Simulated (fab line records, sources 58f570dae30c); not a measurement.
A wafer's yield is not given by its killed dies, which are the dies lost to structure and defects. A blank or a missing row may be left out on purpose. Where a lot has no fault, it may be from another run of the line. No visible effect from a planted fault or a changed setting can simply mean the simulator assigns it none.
A struck lot beside a sound one    flow berkeleyCmos170    22 steps out of a route of 331
Sound: wafers L846.2, L846.3, L846.5. Struck: wafers L859.1, L859.3, L859.5. Last of all comes the cause.
Per side, at each step with rows, come the tool, then ch with its chambers, and then its first start. Under that, the readings that differ: sound wafers    struck wafers    difference of the means    sigmas: that difference in standard deviations of wafers without a fault.
alike: same words and numbers on both sides, and readings whose means sit less than 2 such deviations apart. not compared: any withheld reading, any reading some wafer has no value for, any bound like >300 that may hide the same value, and any number with overlapping values for which the record gives no deviation.
The two part at a step that has a row with sigmas, a row that says differs or no value, or rows on one side only. Numbers that don't overlap but have no deviation are shown without sigmas and don't part them. A reading missing from all wafers of one side parts the sides only when that side holds two or more wafers.

UCB170_SILICIDE_RTA_04: time 15 s.
  sound on rtpAnneal-01 ch 0, day 8 15:10; struck on rtpAnneal-01 ch 0, day 11 04:19
  alike: lampPowerPct, wafer_temp_C_max
then, 3 steps without rows for these wafers: UCB170_SILICIDE_WET_ETCH_05 (etches Ti in SPM, time 45 s); UCB170_CONTACT_CLEAN_00 (cleans in SPM, time 600 s); UCB170_CONTACT_CVD_01 (deposits PSG from SiH4/O2/PH3, target thk 700 nm, time 2820 s).
UCB170_CONTACT_THK_MEAS_02:
  struck on filmMetro-04, day 11 06:23; sound on filmMetro-02, day 8 17:35
  alike: CONTACT_PSG_THK
then, 3 steps without rows for these wafers: UCB170_CONTACT_HMDS_03 (prime time 60 s); UCB170_CONTACT_COAT_04 (resist thk 900 nm); UCB170_CONTACT_SOFTBAKE_05 (time 60 s).
UCB170_CONTACT_STRIP_06: strips in O2.
  sound on plasmaAsher-01 ch 0,1, day 8 18:05; struck on plasmaAsher-02 ch 0,1, day 11 07:20
reading                   sound              struck             difference  sigmas
stripTimeToEndpointS (s)  21.84 21.87 21.88  22.02 22.00 22.02  +0.15       +2
  alike: chamberPressureMTorr, drypumpMotorCurrentA, oesProductAu
  not compared: rfHoursCounterH
then, 1 step without rows for these wafers: UCB170_CONTACT_CLEAN_07 (cleans in SPM, time 600 s).
UCB170_CONTACT_RTA_08: time 10 s.
  sound on rtpAnneal-02 ch 0, day 8 18:31; struck on rtpAnneal-02 ch 0, day 11 07:37
  alike: lampPowerPct, wafer_temp_C_max
next, for these wafers, 1 step has no rows: UCB170_CONTACT_COAT_09.
UCB170_CONTACT_COAT_10: resist thk 900 nm.
  sound on lithoTrack-03 ch 0, day 8 19:00; struck on lithoTrack-01 ch 0, day 11 07:00
reading                                  sound              struck           difference  sigmas
model.KrF_of_CONTACT_COAT_10.thkNm (nm)  899.5 899.6 897.5  930 931.9 930.9  +32         
then, 4 steps without rows for these wafers: UCB170_CONTACT_SOFTBAKE_11 (time 60 s); UCB170_CONTACT_EXPOSE_12 (exposes mask CONT, target cd 700 nm); UCB170_CONTACT_PEB_13; UCB170_CONTACT_DEVELOP_14 (develop time 45 s).
UCB170_CONTACT_CD_MEAS_15 targets a cd of 700 nm.
  struck on cdSem-02, day 11 09:14; sound on cdSem-01, day 8 21:08
  alike: cdNm
UCB170_CONTACT_OVL_MEAS_16:
  struck on overlay-01, day 11 09:21; sound on overlay-01, day 8 21:14
reading           sound      struck  difference  sigmas
CONTACT_OVL (nm)  -10 0 -14  11 2 9  +15         +3
UCB170_CONTACT_ETCH_17: etches BARC in N2/H2.
  sound on rieDiel-03 ch 0,2, day 8 21:16; struck on rieDiel-04 ch 1,3, day 11 09:23
  alike: chamberPressureMTorr, drypumpMotorCurrentA, oesProductAu, throttleValvePct
UCB170_CONTACT_ETCH_18: etches PSG in CHF3/CF4/Ar, stops on TiSi2, target depth 840 nm, time 195 s.
  sound on rieDiel-03 ch 0,2; struck on rieDiel-04 ch 1,3
reading                                  sound            struck             difference  sigmas
model.KrF_of_CONTACT_COAT_10.thkNm (nm)  687.8 696.5 687  723.2 725.1 725.5  +34.2       
  alike: chamberPressureMTorr, drypumpMotorCurrentA, oesProductAu, throttleValvePct
  not compared: rfHoursCounterH
UCB170_CONTACT_STRIP_19: strips in O2.
  sound on plasmaAsher-02 ch 1, day 8 21:26; struck on plasmaAsher-02 ch 0,1, day 11 09:33
  alike: chamberPressureMTorr, drypumpMotorCurrentA, oesProductAu
  not compared: rfHoursCounterH

== WHERE THEY PART ==
Last at UCB170_CONTACT_OVL_MEAS_16 as far as this record goes, first at UCB170_CONTACT_STRIP_06. Later steps at which nothing parts them and some readings are alike: UCB170_CONTACT_ETCH_17, UCB170_CONTACT_ETCH_18, UCB170_CONTACT_STRIP_19.

WHY: whatever the simulator had introduced
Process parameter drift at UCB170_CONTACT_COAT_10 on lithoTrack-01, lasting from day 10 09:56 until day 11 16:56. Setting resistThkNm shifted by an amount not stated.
